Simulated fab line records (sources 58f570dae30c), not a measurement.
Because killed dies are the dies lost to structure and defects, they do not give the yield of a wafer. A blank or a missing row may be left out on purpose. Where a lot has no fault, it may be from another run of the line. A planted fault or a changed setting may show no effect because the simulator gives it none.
Which tool was responsible? -- flow berkeleyCmos170 -- 7 lots (21 wafers sampled), 1 step of a 331-step route

WHAT THE GAUGES SHOWED, per wafer
UCB170_SCREENOX_THK_MEAS_02.
lot,measured,on,SCREENOX_OXIDE_THK (nm)
L167,day 6 20:07,filmMetro-02,14.26 14.54 14.45
L170,day 7 08:19,filmMetro-01,14.07 14.15 13.99
L174,day 7 19:09,filmMetro-01,14.75 14.63 14.79
L173,day 7 19:10,filmMetro-04,14.69 14.59 14.58
L177,day 8 20:32,filmMetro-04,14.35 14.30 14.23
L182,day 10 01:35,filmMetro-04,13.67 13.82 13.96
L184,day 10 01:42,filmMetro-02,14.39 14.63 14.50

EACH LOT AND THE TOOL THAT RAN IT (in order: tool; ch and the chambers of the sampled wafers; start)
Record: no process step prior to these readings.

THE ANSWER, worked out from the rows above alone
Rule: usual is defined by the lots themselves. The widest of any qualifying gaps counts: lots, ordered by their means at a reading, are off when they make up no more than a third of the lots, leave a main group of 4 or more, and stand apart from it by 3 or more times the standard deviation of that group's means. The tables above print the reading to a certain number of digits; a main group whose means all agree to those digits is not used. A lot without any number at a reading at which 4 lots or more have one is off too. The other lots that the step has rows for count as sound.
None of the lots is off at any reading shown; this tells nothing.

WHAT THE SIMULATOR PUT IN
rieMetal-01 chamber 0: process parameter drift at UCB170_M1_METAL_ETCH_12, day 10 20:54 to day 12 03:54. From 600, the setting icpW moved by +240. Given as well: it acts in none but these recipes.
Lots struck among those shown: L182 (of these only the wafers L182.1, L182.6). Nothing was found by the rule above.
